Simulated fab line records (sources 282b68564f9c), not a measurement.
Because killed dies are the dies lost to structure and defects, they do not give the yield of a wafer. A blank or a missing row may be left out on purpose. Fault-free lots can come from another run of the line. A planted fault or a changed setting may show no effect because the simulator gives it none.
What tool caused it? | flow ritCmos | 15 lots, 45 wafers sampled, at 4 steps of a route of 202

## WHAT THE GAUGES SHOWED, per wafer
RIT_ACTIVE_CD_MEAS_11: the cd target is 1400 nm. Usual: cdNm reads 1400.0 nm (standard deviation 2.1).
lot  | measured    | on       | cdNm (nm)            | flag
L253 | day 2 01:41 | cdSem-02 | 1395.2 1394.9 1395.7 | 
L254 | day 2 06:53 | cdSem-01 | 1399.3 1397.9 1399.4 | 
L255 | day 2 12:35 | cdSem-01 | 1400.4 1400.3 1401.5 | 
L256 | day 2 18:13 | cdSem-01 | 1398.5 1400.5 1400.1 | 
L257 | day 2 22:47 | cdSem-01 | 1400.9 1398.4 1400.5 | 
L258 | day 3 06:20 | cdSem-01 | 1401.7 1403.5 1401.9 | 
L259 | day 3 08:11 | cdSem-02 | 1401.4 1400.7 1399.1 | 
L260 | day 3 11:36 | cdSem-02 | 1403.2 1402.3 1402.1 | 
L261 | day 3 17:44 | cdSem-02 | 1400.0 1399.8 1401.0 | 
L262 | day 3 22:34 | cdSem-02 | 1404.0 1402.7 1400.6 | 
L263 | day 4 06:59 | cdSem-02 | 1399.7 1399.2 1401.6 | 
L264 | day 4 10:16 | cdSem-02 | 1397.3 1398.7 1396.8 | 
L265 | day 4 13:13 | cdSem-02 | 1399.5 1397.3 1397.9 | 
L269 | day 5 09:31 | cdSem-02 | 1400.4 1400.4 1400.5 | 
L271 | day 5 19:40 | cdSem-02 | 1401.2 1399.5 1401.0 | 

RIT_M1_RS_MEAS_01: measures by four-point-probe. Usual: M1_AL_RS 0.0732 ohm/sq, standard deviation 0.00058.
lot  | measured    | on           | M1_AL_RS (ohm/sq)    | flag
L253 | day 4 01:34 | filmMetro-03 | 0.0729 0.0730 0.0730 | 
L254 | day 4 07:01 | filmMetro-03 | 0.0726 0.0728 0.0727 | 
L255 | day 4 17:01 | filmMetro-02 | 0.0735 0.0727 0.0727 | 
L256 | day 4 22:29 | filmMetro-01 | 0.0737 0.0747 0.0747 | 
L257 | day 5 01:25 | filmMetro-03 | 0.0730 0.0727 0.0724 | 
L258 | day 5 04:53 | filmMetro-03 | 0.0733 0.0733 0.0729 | 
L259 | day 5 06:38 | filmMetro-02 | 0.0734 0.0729 0.0729 | 
L260 | day 5 12:06 | filmMetro-03 | 0.0723 0.0723 0.0727 | 
L261 | day 5 18:10 | filmMetro-01 | 0.0727 0.0732 0.0725 | 
L262 | day 5 22:41 | filmMetro-01 | 0.0728 0.0735 0.0737 | 
L263 | day 6 04:13 | filmMetro-03 | 0.0728 0.0731 0.0731 | 
L264 | day 6 08:14 | filmMetro-02 | 0.0741 0.0738 0.0738 | 
L265 | day 6 09:40 | filmMetro-01 | 0.0732 0.0735 0.0729 | 
L269 | day 7 08:58 | filmMetro-02 | 0.0730 0.0728 0.0726 | 
L271 | day 7 12:22 | filmMetro-03 | 0.0737 0.0737 0.0746 | 

## WHAT TOOL EACH LOT RAN ON (gives the tool, then ch and the chambers of the sampled wafers, and finally the start)
lot  | RIT_REOX_CLEAN_00             | RIT_NSD_STRIP_09
L253 | wetBench-02 ch 1, day 3 09:40 | plasmaAsher-03 ch 0,1, day 3 19:55
L254 | wetBench-03 ch 0, day 3 13:00 | plasmaAsher-01 ch 0,1, day 4 01:12
L255 | wetBench-01 ch 3, day 3 21:29 | plasmaAsher-02 ch 0,1, day 4 11:03
L256 | wetBench-03 ch 0, day 4 03:53 | plasmaAsher-01 ch 0,1, day 4 16:21
L257 | wetBench-03 ch 0, day 4 09:08 | plasmaAsher-03 ch 0,1, day 4 19:12
L258 | wetBench-01 ch 1, day 4 12:29 | plasmaAsher-02 ch 0,1, day 4 22:48
L259 | wetBench-02 ch 3, day 4 13:06 | plasmaAsher-03 ch 0,1, day 5 00:41
L260 | wetBench-03 ch 2, day 4 19:38 | plasmaAsher-03 ch 0,1, day 5 06:04
L261 | wetBench-03 ch 2, day 5 02:05 | plasmaAsher-03 ch 0,1, day 5 12:14
L262 | wetBench-03 ch 2, day 5 05:02 | plasmaAsher-02 ch 0,1, day 5 16:28
L263 | wetBench-03 ch 0, day 5 11:10 | plasmaAsher-03 ch 0,1, day 5 22:02
L264 | wetBench-02 ch 1, day 5 14:57 | plasmaAsher-01 ch 0,1, day 6 02:26
L265 | wetBench-01 ch 2, day 5 16:40 | plasmaAsher-03 ch 0,1, day 6 03:53
L269 | wetBench-02 ch 0, day 6 11:04 | plasmaAsher-03 ch 0,1, day 7 03:08
L271 | wetBench-01 ch 3, day 6 20:50 | plasmaAsher-01 ch 0,1, day 7 06:32
- RIT_REOX_CLEAN_00: cleans in SC1, time 600 s.
- RIT_NSD_STRIP_09: strips in O2, time 180 s.

## AS READ BY THE TOOLS THEMSELVES (means over the sampled wafers that have a number; for cases with no such wafer, the mark the record gives instead)
RIT_NSD_STRIP_09. Usual: drypumpMotorCurrentA reads 5.76 A (standard deviation 0.23).
lot  | tool           | drypumpMotorCurrentA (A) | flag
L253 | plasmaAsher-03 | 5.63                     | 
L254 | plasmaAsher-01 | 5.94                     | 
L255 | plasmaAsher-02 | 5.87                     | 
L256 | plasmaAsher-01 | 5.84                     | 
L257 | plasmaAsher-03 | 5.51                     | 
L258 | plasmaAsher-02 | 5.95                     | 
L259 | plasmaAsher-03 | 5.51                     | 
L260 | plasmaAsher-03 | 5.63                     | 
L261 | plasmaAsher-03 | 5.63                     | 
L262 | plasmaAsher-02 | 5.88                     | 
L263 | plasmaAsher-03 | 5.63                     | 
L264 | plasmaAsher-01 | 5.86                     | 
L265 | plasmaAsher-03 | 5.61                     | 
L269 | plasmaAsher-03 | 5.61                     | 
L271 | plasmaAsher-01 | 5.93                     | 

## THE ANSWER, worked out from the rows above alone
Rule: a lot is off if the mean of its wafers that have a number lies more than 3 standard deviations from the usual mean. A lot without any number at a reading at which 4 lots or more have one is off too. Where the step has rows for the other lots, those lots are counted as sound. Order of review: gauges by route order, followed by the tools' own readings, for which a lot's mean as printed above is used. The first step at which some lot is off is used, and at that step the reading that is off furthest; a lot without a number counts as furthest.
None of the lots is off at any reading shown; this tells nothing.

## WHAT THE SIMULATOR HAD INSERTED
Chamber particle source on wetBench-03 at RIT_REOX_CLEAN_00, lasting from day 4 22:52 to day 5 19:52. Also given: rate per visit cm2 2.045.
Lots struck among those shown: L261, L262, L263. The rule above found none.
